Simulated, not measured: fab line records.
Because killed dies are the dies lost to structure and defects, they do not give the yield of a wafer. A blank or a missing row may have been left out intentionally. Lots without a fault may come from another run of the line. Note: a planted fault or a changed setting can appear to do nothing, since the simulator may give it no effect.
Split-lot experiment || flow berkeley-cmos170 || 23 wafers read across 5 lots, on a route 331 steps long

## ABOUT THE SPLIT
At UCB170_PLDD_EXPOSE_03 (exposes mask PSELECT, target cd 1200 nm), the setting dose-mj was moved away from the recipe's 30 on 10 of the 23 wafers read, by -2.3% to +5.9%. The other wafers ran this setting at the recipe's value.

## FROM THE SPLIT TO THE READING: what the file shows between them, 2 steps
- UCB170_PLDD_PEB_04
- UCB170_PLDD_DEVELOP_05: develop time 45 s

## THE READING
cd-nm at UCB170_PLDD_CD_MEAS_06, given in nm (cd target 1200 nm). Fault-free wafers of this fab line usually give 1199.7 nm, standard deviation 1.5 nm.

{"wafer": "L075.2", "tool, chamber at the split": "krf-scanner-01, 0", "dose-mj as run": 30, "against the recipe": "recipe", "cd-nm, nm": 1199.6, "against lot-mates on the recipe": "-"}
{"wafer": "L075.3", "tool, chamber at the split": "krf-scanner-01, 0", "dose-mj as run": 30.74, "against the recipe": "+2.5%", "cd-nm, nm": 1204.2, "against lot-mates on the recipe": "+4.9"}
{"wafer": "L075.4", "tool, chamber at the split": "krf-scanner-01, 0", "dose-mj as run": 30.74, "against the recipe": "+2.5%", "cd-nm, nm": 1204.4, "against lot-mates on the recipe": "+5.1"}
{"wafer": "L075.5", "tool, chamber at the split": "krf-scanner-01, 0", "dose-mj as run": 30.74, "against the recipe": "+2.5%", "cd-nm, nm": 1203.8, "against lot-mates on the recipe": "+4.5"}
{"wafer": "L075.6", "tool, chamber at the split": "krf-scanner-01, 0", "dose-mj as run": 30, "against the recipe": "recipe", "cd-nm, nm": 1199.0, "against lot-mates on the recipe": "-"}
{"wafer": "L079.1", "tool, chamber at the split": "krf-scanner-02, 0", "dose-mj as run": 30, "against the recipe": "recipe", "cd-nm, nm": 1202.0, "against lot-mates on the recipe": "-"}
{"wafer": "L079.3", "tool, chamber at the split": "krf-scanner-02, 0", "dose-mj as run": 30, "against the recipe": "recipe", "cd-nm, nm": 1201.9, "against lot-mates on the recipe": "-"}
{"wafer": "L079.4", "tool, chamber at the split": "krf-scanner-02, 0", "dose-mj as run": 30.87, "against the recipe": "+2.9%", "cd-nm, nm": 1209.2, "against lot-mates on the recipe": "+7.7"}
{"wafer": "L079.5", "tool, chamber at the split": "krf-scanner-02, 0", "dose-mj as run": 30.87, "against the recipe": "+2.9%", "cd-nm, nm": 1207.2, "against lot-mates on the recipe": "+5.7"}
{"wafer": "L079.6", "tool, chamber at the split": "krf-scanner-02, 0", "dose-mj as run": 30, "against the recipe": "recipe", "cd-nm, nm": 1200.7, "against lot-mates on the recipe": "-"}
{"wafer": "L078.1", "tool, chamber at the split": "krf-scanner-02, 0", "dose-mj as run": 30, "against the recipe": "recipe", "cd-nm, nm": 1200.3, "against lot-mates on the recipe": "-"}
{"wafer": "L078.2", "tool, chamber at the split": "krf-scanner-02, 0", "dose-mj as run": 30, "against the recipe": "recipe", "cd-nm, nm": 1199.1, "against lot-mates on the recipe": "-"}
{"wafer": "L078.4", "tool, chamber at the split": "krf-scanner-02, 0", "dose-mj as run": 29.32, "against the recipe": "-2.3%", "cd-nm, nm": 1197.7, "against lot-mates on the recipe": -2.0}
{"wafer": "L078.5", "tool, chamber at the split": "krf-scanner-02, 0", "dose-mj as run": 29.32, "against the recipe": "-2.3%", "cd-nm, nm": 1197.1, "against lot-mates on the recipe": -2.6}
{"wafer": "L078.6", "tool, chamber at the split": "krf-scanner-02, 0", "dose-mj as run": 29.32, "against the recipe": "-2.3%", "cd-nm, nm": 1197.6, "against lot-mates on the recipe": -2.1}
{"wafer": "L080.2", "tool, chamber at the split": "krf-scanner-02, 0", "dose-mj as run": 30, "against the recipe": "recipe", "cd-nm, nm": 1197.1, "against lot-mates on the recipe": "-"}
{"wafer": "L080.4", "tool, chamber at the split": "krf-scanner-02, 0", "dose-mj as run": 30, "against the recipe": "recipe", "cd-nm, nm": 1199.3, "against lot-mates on the recipe": "-"}
{"wafer": "L080.6", "tool, chamber at the split": "krf-scanner-02, 0", "dose-mj as run": 30, "against the recipe": "recipe", "cd-nm, nm": 1199.7, "against lot-mates on the recipe": "-"}
{"wafer": "L085.2", "tool, chamber at the split": "krf-scanner-01, 0", "dose-mj as run": 31.78, "against the recipe": "+5.9%", "cd-nm, nm": 1211.4, "against lot-mates on the recipe": "+10.4"}
{"wafer": "L085.3", "tool, chamber at the split": "krf-scanner-01, 0", "dose-mj as run": 30, "against the recipe": "recipe", "cd-nm, nm": 1201.1, "against lot-mates on the recipe": "-"}
{"wafer": "L085.4", "tool, chamber at the split": "krf-scanner-01, 0", "dose-mj as run": 31.78, "against the recipe": "+5.9%", "cd-nm, nm": 1210.7, "against lot-mates on the recipe": "+9.7"}
{"wafer": "L085.5", "tool, chamber at the split": "krf-scanner-01, 0", "dose-mj as run": 30, "against the recipe": "recipe", "cd-nm, nm": 1199.6, "against lot-mates on the recipe": "-"}
{"wafer": "L085.6", "tool, chamber at the split": "krf-scanner-01, 0", "dose-mj as run": 30, "against the recipe": "recipe", "cd-nm, nm": 1202.2, "against lot-mates on the recipe": "-"}

FIT RESULTS
A straight line over all 23 wafers: cd-nm changes by +1.79 nm for each +1% of dose-mj; r = +0.94; the points scatter about the line by 1.5 nm.
The same after taking each lot's own level away (the mean of its wafers on the recipe; 23 wafers): +1.66 nm for each +1%; r = +0.96; scatter 1 nm.
That fit puts the effect of the largest move of dose-mj on the reading at 9.8 nm.
Measured against the standard deviation above, the lots' own levels, which go from 1198.70 to 1201.53 nm, span 1.9 times it.
The two slopes agree, so the slope changes little with the lot-to-lot level.
Check: +10.3 nm against its lot-mates is what the line predicts for one of the wafers moved furthest among these (+5.9%) when that wafer is left out of the fit. It came out at +10.4 nm against them.

## OTHER SPLITS APPLIED TO THESE WAFERS
Other splits were also applied to these wafers ahead of the reading. Each is held against what the fit with the lots' levels taken away leaves over:
{"other split on the same wafers": "UCB170_START_OXIDATION_02 ox-time-s", "wafers away from the commonest value": 15, "r with cd-nm (lot level and that fit taken away)": -0.23}
{"other split on the same wafers": "UCB170_GATE_COAT_07 spin-rpm", "wafers away from the commonest value": 9, "r with cd-nm (lot level and that fit taken away)": -0.03}
{"other split on the same wafers": "UCB170_GATE_DEVELOP_11 develop-time-s", "wafers away from the commonest value": 10, "r with cd-nm (lot level and that fit taken away)": -0.19}

## THE FILE'S OWN FIT
cd-nm changes by +1.75 nm for each +1% of dose-mj, r = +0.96.
